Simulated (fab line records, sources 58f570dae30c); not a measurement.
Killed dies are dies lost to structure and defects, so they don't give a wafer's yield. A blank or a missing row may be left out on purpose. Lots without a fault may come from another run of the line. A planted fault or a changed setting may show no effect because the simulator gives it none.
Which tool did it? | flow berkeley_cmos170 | 14 lots, 42 wafers sampled, at 2 steps of a route of 331

WHAT THE GAUGES READ, wafer by wafer
The record holds no reading of a measuring or inspecting step that can be judged against a usual standard deviation.

WHICH TOOL RAN EACH LOT (tool, then ch and the chambers of the sampled wafers, then the start)
lot  | UCB170_NSD_IMPLANT_08           | UCB170_NSD_STRIP_09
L499 | implanter-02 ch 0, day 8 12:10  | plasma_asher-01 ch 0,1, day 8 12:17
L500 | implanter-02 ch 0, day 8 12:26  | plasma_asher-03 ch 0,1, day 8 12:34
L498 | implanter-02 ch 0, day 8 12:47  | plasma_asher-01 ch 0,1, day 8 12:55
L501 | implanter-02 ch 0, day 8 12:58  | plasma_asher-02 ch 0,1, day 8 13:07
L511 | implanter-01 ch 0, day 10 21:07 | plasma_asher-03 ch 0,1, day 10 21:16
L512 | implanter-01 ch 0, day 11 15:02 | plasma_asher-03 ch 0,1, day 11 15:11
L514 | implanter-01 ch 0, day 11 23:29 | plasma_asher-03 ch 1, day 11 23:37
L516 | implanter-02 ch 0, day 12 06:11 | plasma_asher-03 ch 0,1, day 12 06:20
L515 | implanter-02 ch 0, day 12 06:44 | plasma_asher-03 ch 0,1, day 12 06:53
L519 | implanter-01 ch 0, day 12 18:22 | plasma_asher-01 ch 0,1, day 12 18:31
L518 | implanter-02 ch 0, day 12 19:02 | plasma_asher-01 ch 0,1, day 12 19:10
L517 | implanter-03 ch 0, day 12 19:17 | plasma_asher-02 ch 0,1, day 12 19:24
L521 | implanter-01 ch 0, day 12 19:22 | plasma_asher-01 ch 0,1, day 12 19:31
L520 | implanter-02 ch 0, day 13 05:10 | plasma_asher-02 ch 0,1, day 13 05:17
- UCB170_NSD_IMPLANT_08
- UCB170_NSD_STRIP_09: strips in O2.

WHAT THE TOOLS THEMSELVES READ (means of the sampled wafers that have a number; where no wafer has one, the mark that the record gives instead)
UCB170_NSD_IMPLANT_08. Usual: beam_energy_keV 39.998, standard deviation 0.013.
lot  | tool         | beam_energy_keV | flag
L499 | implanter-02 | 39.992          |
L500 | implanter-02 | 40.011          |
L498 | implanter-02 | 39.501          | OFF
L501 | implanter-02 | 39.487          | OFF
L511 | implanter-01 | 40.007          |
L512 | implanter-01 | 39.981          |
L514 | implanter-01 | 39.994          |
L516 | implanter-02 | 40.007          |
L515 | implanter-02 | 40.010          |
L519 | implanter-01 | 39.990          |
L518 | implanter-02 | 39.996          |
L517 | implanter-03 | 39.995          |
L521 | implanter-01 | 39.994          |
L520 | implanter-02 | 40.016          |

UCB170_NSD_STRIP_09. Usual: drypump_motor_current_A 5.6 A, standard deviation 0.52; o2_flow_sccm 400.1 sccm, standard deviation 1.2; oes_product_au 0.533 a.u., standard deviation 0.0044; strip_time_to_endpoint_s 35.88 s, standard deviation 0.072.
lot  | tool            | drypump_motor_current_A (A) | o2_flow_sccm (sccm) | oes_product_au (a.u.) | strip_time_to_endpoint_s (s) | flag
L499 | plasma_asher-01 | 6.2                         | 400.1               | 0.529                 | 35.85                        |
L500 | plasma_asher-03 | 5.6                         | 399.8               | 0.532                 | 35.90                        |
L498 | plasma_asher-01 | 6.3                         | 399.4               | 0.534                 | 35.73                        |
L501 | plasma_asher-02 | 5.5                         | 399.5               | 0.531                 | 35.64                        | OFF
L511 | plasma_asher-03 | 5.6                         | 399.7               | 0.537                 | 35.97                        |
L512 | plasma_asher-03 | 5.3                         | 398.8               | 0.530                 | 35.80                        |
L514 | plasma_asher-03 | 5.8                         | 400.1               | 0.533                 | 35.87                        |
L516 | plasma_asher-03 | 5.3                         | 399.8               | 0.532                 | 35.87                        |
L515 | plasma_asher-03 | 5.3                         | 401.2               | 0.534                 | 36.01                        |
L519 | plasma_asher-01 | 6.3                         | 400.5               | 0.531                 | 35.92                        |
L518 | plasma_asher-01 | 6.0                         | 398.9               | 0.535                 | 35.89                        |
L517 | plasma_asher-02 | 5.5                         | 398.8               | 0.534                 | 35.86                        |
L521 | plasma_asher-01 | 6.0                         | 400.3               | 0.531                 | 35.87                        |
L520 | plasma_asher-02 | 5.5                         | 402.1               | 0.535                 | 35.95                        |

THE ANSWER, worked out from the rows above alone
Rule: a lot is off if the mean of its wafers that have a number lies more than 3 standard deviations from the usual mean. A lot without any number at a reading at which 4 lots or more have one is off too. The other lots that the step has rows for count as sound. The gauges are gone through in route order, then the tools' own readings, and for those a lot's mean is taken as printed above. The first step at which some lot is off is used, and at that step the reading that is off furthest; a lot without a number counts as furthest.
Off: L498, L501, at UCB170_NSD_IMPLANT_08 (beam_energy_keV).
A tool fits if, at that step or a process step before it, it ran every lot that is off, and no sound lot after the first of them. None of those tried fits.

WHAT THE SIMULATOR HAD PUT IN
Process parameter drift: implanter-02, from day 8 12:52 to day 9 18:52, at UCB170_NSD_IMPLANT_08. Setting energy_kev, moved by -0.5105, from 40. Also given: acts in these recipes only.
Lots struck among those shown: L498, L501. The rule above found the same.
